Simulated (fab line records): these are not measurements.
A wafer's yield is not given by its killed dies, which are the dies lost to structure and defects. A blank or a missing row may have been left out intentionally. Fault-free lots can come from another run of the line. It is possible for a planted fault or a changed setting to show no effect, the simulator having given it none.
Code-filled problem report in 8D (eight disciplines) form ; flow berkeleyCmos170 ; the parts of the form that need people (team, actions taken, sign-off) are left out

## 1. WHAT IS WRONG
At UCB170_NWELL_SOFTBAKE_08, heaterPowerTotalW averages 53.24 W over 6 wafers from 2 lots, while fault-free wafers read 56.79 W, standard deviation 0.043. That is -83 standard deviations from the usual mean.
The step: time 60 s.
First observed at day 6 07:45: wafer L699.2, on lithoTrack-01. The record holds 42 wafers of 14 lots with a number at this step. By rule, "out" or "out of limits" means more than 4 standard deviations away from the usual mean. The rest of the wafers with a number are treated as sound.

## 2. WHAT IT IS; WHAT IT IS NOT
question;is;is not
which readings at this step;heaterPowerTotalW, plateTempC;-
which lots;L699, L700;L679, L681, L682, L684, L687, L688, L689, L690, L691, L694, L697, L702
which wafers of those lots;all that have a number;-
read on which tools;lithoTrack-01;lithoTrack-02, lithoTrack-04
when;from day 6 07:45;"up to then (33 sound wafers); but 3 sound wafers of L702 came after"

## 3. SUSPECTS, AND WHAT RULES EACH OUT
Counting: a tool at a process step up to the reading stays a suspect if it ran every lot that is out and no sound lot after the first of them.
- lithoTrack-01 at UCB170_NWELL_SOFTBAKE_08 (time 60 s): kept. It processed each lot that is out, first L699 at day 6 07:45, and no sound lot thereafter; up to then, the last sound lot it processed was L697 at day 5 22:42. On those wafers its own readings are out: heaterPowerTotalW, plateTempC.
Remaining after the count: lithoTrack-01 at UCB170_NWELL_SOFTBAKE_08.

## 4. THE CAUSE (what the simulator had put in)
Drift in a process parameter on lithoTrack-01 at UCB170_NWELL_SOFTBAKE_08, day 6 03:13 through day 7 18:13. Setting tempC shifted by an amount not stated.
After counting, this tool was the only one left.

## 5. THE CHAIN OF EFFECTS, in route order
Each row: a reading whose mean over the struck wafers that have a number lies more than 3 standard deviations from the usual. Scope: only readings with a usual standard deviation given in the record; hours: median across lots of the time from each lot's start at the first step in this table that gives one to its start at this step; sigmas: change in usual standard deviations.
hours;step;reading;usual;on struck wafers;change;sigmas
0;UCB170_NWELL_SOFTBAKE_08;heaterPowerTotalW;56.79 W;53.24;-3.55;-83
0;UCB170_NWELL_SOFTBAKE_08;plateTempC;130.01 C;123.76;-6.25;-42
1;UCB170_NWELL_STRIP_15;stripTimeToEndpointS;18.01 s;18.34;+0.33;+3.7
Process steps it contains:
- UCB170_NWELL_SOFTBAKE_08: time 60 s.
- UCB170_NWELL_STRIP_15: strips in O2.
Later steps that measure or inspect, where all struck wafers having a row at the step show a number for every such reading and not one has moved that far: UCB170_PWELL_THK_MEAS_03, UCB170_CONTACT_CD_MEAS_90.

## 6. HOW IT WOULD HAVE BEEN CAUGHT EARLIER
The fault began at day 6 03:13; the first out-of-limits reading in this record came at day 6 07:45, 5 hours later.
